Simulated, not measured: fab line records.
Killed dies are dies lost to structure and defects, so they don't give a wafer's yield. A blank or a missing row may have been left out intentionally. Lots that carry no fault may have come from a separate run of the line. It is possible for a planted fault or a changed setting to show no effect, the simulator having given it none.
fab line records | flow rit-cmos
record lots=6 wafers=18 last-day=7
route steps=202 shown SILICIDE@163 CONTACT@168 M1@202
lots with no fault: from the same line, run without faults
start-h: the number of hours between the record's first day and the start of the first shown wafer of the lot | wait-h: how many hours have passed since the lot's step before this one | " as in the row above | L1.1+2: several wafers, shown together as one row | - no value, or no start was given | * or withheld: withheld | < > ~ a bound
route shown NAME@n: NAME is a module with steps in the file, n the number in the route of the first one | usual: mean/standard deviation of fault-free wafers | same: alike in all rows | chamber/n: place in a boat | sites: each site's reading | _std_site: the standard deviation of these | _edge_site: outer sites' mean less inner sites' | radius-mm: for every site, how far away it sits from the centre of the wafer | mask NAME#n: copy n | behind: the tool/chamber that last shaped the wafer | hold: why the lot was held/for how many hours/how that ended | device: names the non-switching transistor (n, p or np) | end of line: the route-end tests of the same wafers | step lacking rows: just its recipe | killed: the dies lost at the first sort to structure and to defects; this is not the yield of the wafer | map: dies across one wafer; x = killed, . = not, _ = none there
set.NAME: setting as actually run; set.NAME@STEP: the setting as run at that earlier step | model.NAME: the simulator's own value behind a step, which no gauge read
certain route steps with their lots: each step a table, each wafer a row
services: the hour from which a tool's chamber was out of use, counted from the record's first day as start-h (under 0 if before that day), plus the number of hours and why
## steps
# step RIT_SILICIDE_RS_MEAS_02
# recipe thk-meas-gauge=four-point-probe reads=Ti_of_SILICIDE_SPUTTER_01
# usual SILICIDE_TI_RS=47.9/0.65
# columns lot.wafer tool chamber start-h wait-h SILICIDE_TI_RS[ohm/sq]
L703.2 film-metro-03 - 66.12 0.1 48.1
L703.3 " - " " 47.8
L703.6 " - " " 48.5
L706.1 film-metro-02 - 81.74 0.1 47.3
L706.3 " - " " 48.2
L706.5 " - " " 48.2
L713.2 film-metro-01 - 115.47 0.1 47.1
L713.4 " - " " 47.2
L713.5 " - " " 47.8
L715.1 film-metro-02 - 128.26 0.1 48.4
L715.5 " - " " 48.2
L715.6 " - " " 48.1
L716.1 film-metro-03 - 131.89 0.1 47.5
L716.3 " - " " 48.7
L716.4 " - " " 47.8
L722.1 film-metro-03 - 162.41 0.1 48.1
L722.3 " - " " 47.6
L722.6 " - " " 47.4
# step RIT_SILICIDE_THK_MEAS_03
# recipe thk-meas-gauge=xrf reads=Ti_of_SILICIDE_SPUTTER_01
# usual SILICIDE_TI_THK=30.0/0.37
# columns lot.wafer tool chamber start-h wait-h SILICIDE_TI_THK[nm]
L703.2 film-metro-03 - 66.23 0.1 30.0
L703.3 " - " " 30.1
L703.6 " - " " 29.8
L706.1 film-metro-02 - 81.86 0.1 30.2
L706.3 " - " " 29.7
L706.5 " - " " 29.8
L713.2 film-metro-01 - 115.58 0.1 30.3
L713.4 " - " " 30.3
L713.5 " - " " 30.1
L715.1 film-metro-02 - 128.38 0.1 29.8
L715.5 " - " " 29.7
L715.6 " - " " 29.9
L716.1 film-metro-03 - 132.01 0.1 30.4
L716.3 " - " " 29.7
L716.4 " - " " 30.2
L722.1 film-metro-03 - 162.53 0.1 30.0
L722.3 " - " " 30.2
L722.6 " - " " 30.3
# step RIT_SILICIDE_RTA_04
# recipe temp-c=650 time-s=10 idle-temp-c=25 ramp-up-s=5 ramp-down-s=5 cool-to-c=25 ambient=N2
# usual chamber-o2-ppm=2.001/0.024 wafer_temp_C_max=654.8/1.2
# columns lot.wafer tool chamber start-h wait-h chamber-o2-ppm wafer_temp_C_max
L703.2 rtp-anneal-01 0 66.30 0.1 2.028 655.8
L703.3 " 0 " " 2.000 654.8
L703.6 " 0 " " 1.985 655.8
L706.1 rtp-anneal-02 0 81.92 0.1 1.989 652.7
L706.3 " 0 " " 2.042 653.6
L706.5 " 0 " " 2.045 653.3
L713.2 rtp-anneal-01 0 115.64 0.1 1.979 656.7
L713.4 " 0 " " 2.005 657.8
L713.5 " 0 " " 1.992 654.8
L715.1 rtp-anneal-01 0 128.44 0.1 1.956 655.1
L715.5 " 0 " " 1.970 655.2
L715.6 " 0 " " 1.971 654.7
L716.1 rtp-anneal-02 0 132.07 0.1 1.994 654.1
L716.3 " 0 " " 2.008 653.2
L716.4 " 0 " " 1.986 654.0
L722.1 rtp-anneal-02 0 162.59 0.1 1.989 652.9
L722.3 " 0 " " 1.982 653.5
L722.6 " 0 " " 1.971 654.9
# step RIT_SILICIDE_WET_ETCH_05
# recipe chemistry=SPM target=Ti temp-c=90 time-s=120 dry=n2-spin
# step RIT_SILICIDE_RTA_06
# recipe temp-c=750 time-s=10 idle-temp-c=25 ramp-up-s=5 ramp-down-s=10 cool-to-c=25 ambient=N2
# usual chamber-o2-ppm=2.002/0.023 wafer_temp_C_max=755.1/1.4
# columns lot.wafer tool chamber start-h wait-h chamber-o2-ppm wafer_temp_C_max
L703.2 rtp-anneal-02 0 66.40 0.0 1.993 753.9
L703.3 " 0 " " 1.948 754.0
L703.6 " 0 " " 2.013 753.3
L706.1 rtp-anneal-01 0 82.03 0.0 1.985 757.2
L706.3 " 0 " " 1.969 760.1
L706.5 " 0 " " 1.964 753.6
L713.2 rtp-anneal-02 0 115.75 0.0 2.013 754.7
L713.4 " 0 " " 2.037 753.8
L713.5 " 0 " " 2.006 755.4
L715.1 rtp-anneal-02 0 128.59 0.0 1.954 754.0
L715.5 " 0 " " 1.996 754.5
L715.6 " 0 " " 1.976 755.2
L716.1 rtp-anneal-01 0 132.18 0.0 2.017 757.6
L716.3 " 0 " " 1.991 758.2
L716.4 " 0 " " 2.015 755.9
L722.1 rtp-anneal-01 0 162.70 0.0 1.989 754.5
L722.3 " 0 " " 1.987 755.3
L722.6 " 0 " " 2.019 756.3
# step RIT_CONTACT_CVD_00
# recipe material=SiO2 target-thk-nm=400 precursor=TEOS temp-c=390 time-s=61 rf-w=400
# usual heater-power-w=314/45
# columns lot.wafer tool chamber start-h wait-h heater-power-w
L703.2 pecvd-02 2 66.46 0.0 336
L703.3 " 2 " " 338
L703.6 " 2 " " 344
L706.1 pecvd-02 2 82.10 0.1 297
L706.3 " 1 " " 382
L706.5 " 0 " " 281
L713.2 pecvd-04 2 115.80 0.0 328
L713.4 " 2 " " 357
L713.5 " 0 " " 320
L715.1 pecvd-02 0 128.66 0.1 323
L715.5 " 2 " " 354
L715.6 " 0 " " 243
L716.1 pecvd-04 2 132.25 0.1 317
L716.3 " 0 " " 263
L716.4 " 0 " " 282
L722.1 pecvd-04 2 162.77 0.1 367
L722.3 " 1 " " 289
L722.6 " 1 " " 300
# step RIT_CONTACT_THK_MEAS_01
# recipe reads=SiO2_of_CONTACT_CVD_00
# usual CONTACT_TEOS_THK=401/4.6
# columns lot.wafer tool chamber start-h wait-h CONTACT_TEOS_THK[nm]
L703.2 film-metro-02 - 66.54 0.1 396
L703.3 " - " " 402
L703.6 " - " " 405
L706.1 film-metro-01 - 82.15 0.0 392
L706.3 " - " " 393
L706.5 " - " " 403
L713.2 film-metro-02 - 115.86 0.0 397
L713.4 " - " " 406
L713.5 " - " " 400
L715.1 film-metro-01 - 128.71 0.0 399
L715.5 " - " " 397
L715.6 " - " " 408
L716.1 film-metro-04 - 132.30 0.0 403
L716.3 " - " " 393
L716.4 " - " " 402
L722.1 film-metro-04 - 162.82 0.0 401
L722.3 " - " " 397
L722.6 " - " " 406
# step RIT_CONTACT_HMDS_02
# recipe prime-time-s=60 prime-temp-c=140
# step RIT_CONTACT_COAT_03
# recipe resist=NOVOLAK spin-rpm=3250 resist-thk-nm=1000
# step RIT_CONTACT_SOFTBAKE_04
# recipe resist=NOVOLAK temp-c=90 time-s=60
# step RIT_CONTACT_EXPOSE_05
# recipe mask-id=M11 na=0.6 source-shape=conventional sigma-outer=0.5 target-cd-nm=1000 dose-mj=250
# step RIT_CONTACT_PEB_06
# recipe resist=NOVOLAK temp-c=withheld time-s=withheld
# step RIT_CONTACT_DEVELOP_07
# recipe resist=NOVOLAK develop-time-s=120 dev-temp-c=23
# usual chill-plate-temp-C=23.00/0.098 developer-temp-C=23.00/0.1
# same develop-time-s=120
# columns lot.wafer tool chamber start-h wait-h chill-plate-temp-C developer-temp-C
L703.2 litho-track-01 0 67 - 22.97 23.13
L703.3 " 0 " " 22.95 22.86
L703.6 " 0 " " 22.99 22.96
L706.1 litho-track-03 0 82 - 22.99 22.93
L706.3 " 0 83 - 23.00 23.12
L706.5 " 0 " " 22.89 23.07
L713.2 litho-track-03 0 116 - 22.87 23.01
L713.4 " 0 " " 23.05 23.01
L713.5 " 0 " " 22.96 22.90
L715.1 litho-track-01 0 129 - 22.87 25.40
L715.5 " 0 " " 22.98 25.45
L715.6 " 0 " " 22.95 25.20
L716.1 litho-track-01 0 133 - 22.95 25.06
L716.3 " 0 " " 23.02 25.25
L716.4 " 0 " " 23.12 25.01
L722.1 litho-track-04 0 163 - 23.14 23.11
L722.3 " 0 " " 23.02 23.11
L722.6 " 0 " " 22.98 22.99
# step RIT_CONTACT_CD_MEAS_08
# recipe target-cd-nm=1000
# usual cd-nm=999.8/2.2
# columns lot.wafer tool chamber start-h wait-h cd-nm
L703.2 cd-sem-02 - 67.71 - 1000.1
L703.3 " - " " 1002.1
L703.6 " - " " 999.3
L706.1 cd-sem-02 - 83.18 - 998.6
L706.3 " - " " 1000.0
L706.5 " - " " 997.7
L713.2 cd-sem-02 - 117.03 - 1002.5
L713.4 " - " " 999.6
L713.5 " - " " 999.9
L715.1 cd-sem-02 - 129.73 - 985.3
L715.5 " - " " 984.9
L715.6 " - " " 985.0
L716.1 cd-sem-01 - 133.45 - 991.0
L716.3 " - " " 989.2
L716.4 " - " " 991.5
L722.1 cd-sem-01 - 163.84 - 998.3
L722.3 " - " " 998.1
L722.6 " - " " 997.8
# step RIT_CONTACT_OVL_MEAS_09
# usual CONTACT_OVL=0.0/1.3
# columns lot.wafer tool chamber start-h wait-h CONTACT_OVL[nm]
L703.2 overlay-02 - 67.81 0.1 -0.6
L703.3 " - " " -1.0
L703.6 " - " " -0.9
L706.1 overlay-02 - 83.30 0.1 2.6
L706.3 " - " " 1.5
L706.5 " - " " 1.9
L713.2 overlay-01 - 117.13 0.1 -0.9
L713.4 " - " " -2.0
L713.5 " - " " -1.3
L715.1 overlay-02 - 129.85 0.1 -0.5
L715.5 " - " " 0.3
L715.6 " - " " 0.4
L716.1 overlay-02 - 133.57 0.1 0.6
L716.3 " - " " -1.3
L716.4 " - " " -0.9
L722.1 overlay-01 - 163.96 0.1 -3.2
L722.3 " - " " -0.9
L722.6 " - " " -1.7
# step RIT_CONTACT_HARDBAKE_10
# recipe resist=NOVOLAK temp-c=140 time-s=60
# step RIT_CONTACT_ETCH_11
# recipe target-depth-a=4800 over-etch-frac=0.2 stop-on=TiSi2 chemistry=CHF3/CF4/Ar target=SiO2 CHF3_flow_sccm=50 cf4-flow-sccm=10 Ar_flow_sccm=100 O2_flow_sccm=5 pressure-mtorr=100 rf-w=200 time-s=320
# usual drypump-motor-current-A=5.8/0.5 oes-product-au=0.990/0.013 throttle-valve-pct=8.91/0.12
# columns lot.wafer tool chamber start-h wait-h drypump-motor-current-A oes-product-au rf-hours-counter-h throttle-valve-pct model.CONTACT.cd-nm
L703.2 rie-diel-04 1 67.99 0.1 5.9 0.989 164 8.86 1000
L703.3 " 2 " " 6.1 0.995 141 9.14 1002
L703.6 " 0 " " 6.5 1.005 - 8.86 999.5
L706.1 rie-diel-03 1 83.52 0.1 5.5 0.993 146 8.70 999.1
L706.3 " 0 " " 5.0 0.978 31 8.92 999.7
L706.5 " 1 " " 5.5 0.992 - 8.71 997.8
L713.2 rie-diel-03 1 117.31 0.1 5.5 0.996 147 8.72 1002
L713.4 " 2 " " 5.1 0.983 67 8.81 999.7
L713.5 " 2 " " 5.1 0.980 - 8.81 999.9
L715.1 rie-diel-04 3 130.04 0.1 6.3 1.011 97 8.88 985
L715.5 " 1 " " 5.9 0.992 - 8.84 984.7
L715.6 " 2 " " 6.0 0.981 - 9.13 985.5
L716.1 rie-diel-03 3 133.76 0.1 6.5 0.979 16 9.00 990.7
L716.3 " 2 " " 5.1 0.979 67 8.82 989
L716.4 " 1 " " 5.5 0.989 147 8.70 991.2
L722.1 rie-diel-01 0 164.15 0.1 5.7 0.989 22 8.75 998.5
L722.3 " 3 " " 5.5 0.968 124 8.90 997.7
L722.6 " 1 " " 5.8 0.989 - 8.98 998.2
# step RIT_CONTACT_STRIP_12
# recipe chemistry=O2 time-s=180 resist=NOVOLAK platen-temp-c=withheld power-w=500 pressure-mtorr=4000 o2-flow-sccm=4000
# usual drypump-motor-current-A=5.6/0.44
# columns lot.wafer tool chamber start-h wait-h drypump-motor-current-A rf-hours-counter-h
L703.2 plasma-asher-01 0 68.19 0.1 6.5 40
L703.3 " 0 " " 6.5 -
L703.6 " 0 " " 6.5 -
L706.1 plasma-asher-03 0 83.71 0.1 5.5 31
L706.3 " 1 " " 5.5 -
L706.5 " 0 " " 5.5 -
L713.2 plasma-asher-04 0 117.51 0.1 6.0 49
L713.4 " 1 " " 5.3 -
L713.5 " 1 " " 5.3 -
L715.1 plasma-asher-03 1 130.23 0.1 5.5 36
L715.5 " 0 " " 5.5 -
L715.6 " 1 " " 5.5 -
L716.1 plasma-asher-04 0 133.95 0.1 6.0 51
L716.3 " 1 " " 5.3 -
L716.4 " 0 " " 6.0 -
L722.1 plasma-asher-03 1 164.34 0.1 5.5 40
L722.3 " 0 " " 5.5 -
L722.6 " 1 " " 5.5 -
# step RIT_M1_PROBE_99
# usual killed_at_M0_to_M3=0.0/0.12 killed-at-contacts=0.0/0.22 killed-at-front-end=7/3.1 killed-dies=7/3.1 killed-open=3.5/2.2 killed-short=3.3/1.9
# same gross-dies=264 killed_at_M4_up=0 killed-at-back-side=0 killed-at-other=0
# columns lot.wafer tool chamber start-h wait-h killed_at_M0_to_M3 killed-at-contacts killed-at-front-end killed-dies killed-open killed-short model.etest.contact-to-gate.bv-right-v model.etest.contact-to-gate.bv-left-v
L703.2 prober-01 - 73.07 0.1 0 0 8 8 4 4 91.44 90.84
L703.3 prober-01 - 73.12 0.2 0 0 7 7 6 1 89.56 87.79
L703.6 prober-01 - 73.27 0.2 0 0 4 4 2 2 90.79 90.78
L706.1 prober-01 - 88.63 0.1 0 0 9 9 5 4 92.92 93.75
L706.3 prober-01 - 88.73 0.2 0 0 9 9 5 4 92.66 90.85
L706.5 prober-01 - 88.83 0.2 0 0 9 9 3 6 93.42 93.63
L713.2 prober-02 - 122.40 0.1 0 0 5 5 1 4 90.07 92.53
L713.4 prober-02 - 122.50 0.2 0 0 6 6 4 2 91.9 91.18
L713.5 prober-02 - 122.55 0.2 0 0 5 5 4 1 89.37 91.53
L715.1 prober-02 - 135.13 0.1 0 0 4 4 3 1 93.27 93.67
L715.5 prober-02 - 135.33 0.2 0 0 8 8 2 6 94.14 91.46
L715.6 prober-02 - 135.38 0.2 0 1 3 4 0 4 93.98 95.92
L716.1 prober-01 - 138.80 0.1 0 0 8 8 6 2 93.83 91.57
L716.3 prober-01 - 138.90 0.2 0 1 7 8 2 6 95.06 92.45
L716.4 prober-01 - 138.95 0.2 0 0 10 10 8 2 94.68 91.78
L722.1 prober-01 - 169.08 0.1 0 0 4 4 4 0 92.58 94.02
L722.3 prober-01 - 169.18 0.2 1 0 3 4 1 3 89.66 90.52
L722.6 prober-01 - 169.33 0.2 0 0 4 4 1 3 89.9 95.32
# killed by level:class
L703.2 GATE:geometric-particle:short=2 FOX1:geometric-particle:open=1 FOX1:geometric-particle:short=1 GATE:geometric-particle:open=1 REOX:geometric-particle:open=1 REOX:geometric-particle:short=1 SPACER:geometric-particle:open=1
L703.3 GATE:geometric-particle:open=2 REOX:geometric-particle:open=2 FOX1:geometric-particle:open=1 FOX2:geometric-particle:open=1 GATE:geometric-particle:short=1
L703.6 ACTIVE:geometric-particle:open=1 FOX2:geometric-particle:open=1 GATE:geometric-particle:short=1 REOX:geometric-particle:short=1
L706.1 GATE:geometric-particle:short=2 GATE:geometric-particle:open=2 SILICIDE:geometric-particle:open=2 FOX2:geometric-particle:short=1 REOX:geometric-particle:open=1 SILICIDE:geometric-particle:short=1
L706.3 GATE:geometric-particle:open=2 GATE:geometric-particle:short=2 FOX2:geometric-particle:open=1 REOX:geometric-particle:open=1 SPACER:geometric-particle:open=1 SPACER:geometric-particle:short=1 SILICIDE:geometric-particle:short=1
L706.5 FOX2:geometric-particle:short=3 GATE:geometric-particle:open=3 FOX1:geometric-particle:short=1 GATE:geometric-particle:short=1 REOX:geometric-particle:short=1
L713.2 GATE:geometric-particle:short=2 FOX2:geometric-particle:short=1 GATE:geometric-particle:open=1 SPACER:geometric-particle:short=1
L713.4 GATE:geometric-particle:open=2 GATE:geometric-particle:short=2 REOX:geometric-particle:open=1 SPACER:geometric-particle:open=1
L713.5 GATE:geometric-particle:open=3 SPACER:geometric-particle:open=1 SPACER:geometric-particle:short=1
L715.1 FOX1:geometric-particle:open=1 GATE:geometric-particle:open=1 GATE:geometric-particle:short=1 SILICIDE:geometric-particle:open=1
L715.5 GATE:geometric-particle:short=4 FOX1:geometric-particle:short=1 FOX1:geometric-particle:open=1 SPACER:geometric-particle:open=1 SILICIDE:geometric-particle:short=1
L715.6 GATE:geometric-particle:short=1 SPACER:geometric-particle:short=1 SILICIDE:geometric-particle:short=1 CONTACT:geometric-particle:short=1
L716.1 SPACER:geometric-particle:open=3 GATE:geometric-particle:short=2 FOX1:geometric-particle:open=1 GATE:geometric-particle:open=1 REOX:geometric-particle:open=1
L716.3 REOX:geometric-particle:short=3 GATE:geometric-particle:short=1 GATE:geometric-particle:open=1 SPACER:geometric-particle:short=1 SILICIDE:geometric-particle:open=1 CONTACT:geometric-particle:short=1
L716.4 GATE:geometric-particle:open=3 FOX1:geometric-particle:open=2 SILICIDE:geometric-particle:open=2 GATE:geometric-particle:short=1 REOX:geometric-particle:open=1 SPACER:geometric-particle:short=1
L722.1 REOX:geometric-particle:open=2 GATE:geometric-particle:open=1 SPACER:geometric-particle:open=1
L722.3 ACTIVE:geometric-particle:short=1 REOX:geometric-particle:short=1 SILICIDE:geometric-particle:open=1 M1:geometric-particle:short=1
L722.6 FOX2:geometric-particle:short=1 GATE:geometric-particle:short=1 REOX:geometric-particle:short=1 SILICIDE:geometric-particle:open=1
## services
# columns tool chamber start-h hours kind
pecvd-02 1 49.41 18.8 repair
rie-diel-03 1 60.53 17.7 repair
rie-diel-04 2 61.87 1.7 repair
rie-diel-04 1 74.37 - clean
rie-diel-04 1 74.37 12.3 scheduled-down
rie-diel-04 1 74.37 12.3 vent-cycle
rie-diel-01 1 91.23 - clean
rie-diel-01 1 91.23 23.0 scheduled-down
rie-diel-01 1 91.23 23.0 vent-cycle
plasma-asher-04 - 99.22 2.8 pm
rie-diel-04 3 105.22 3.5 repair
plasma-asher-03 - 114.53 2.8 pm
pecvd-04 - 119.18 0.8 repair
rie-diel-03 2 119.95 2.7 repair
rie-diel-03 3 123.51 4.8 repair
rie-diel-04 0 132.72 22.1 repair
plasma-asher-01 - 140.96 4.8 repair
rie-diel-03 2 156.16 10.5 repair
## key
first-sign step=RIT_CONTACT_DEVELOP_07 reading=developer-temp-C direction=up sigmas=22 usual=* struck=*
effect step=RIT_CONTACT_CD_MEAS_08 reading=cd-nm direction=down sigmas=5.5 usual=999.8 struck=987.8
model-effect step=RIT_CONTACT_ETCH_11 value=CONTACT.cd-nm without=999.9 struck=987.7
model-effect step=RIT_M1_PROBE_99 value=etest.contact-to-gate.bv-right-v without=91.11 struck=94.16
met-at RIT_CONTACT_DEVELOP_07
struck-wafers L715.1,L715.5,L715.6,L716.1,L716.3,L716.4
tester-left-out L715,L716
onset-between 67 129
fault kind=process-parameter-drift tool=litho-track-01 chamber=- onset-h=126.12 steps=RIT_CONTACT_DEVELOP_07 channel=dev-temp-c offset=* shape=step end-h=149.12 acts-in=* stated=*
# tester-left-out: of these lots the tester's yield and bins aren't shown, on N5 and GAA mostly nor the transistor test; their killed dies are dies lost to structure and defects alone, not to doping, threshold or leakage, so they don't give the yield
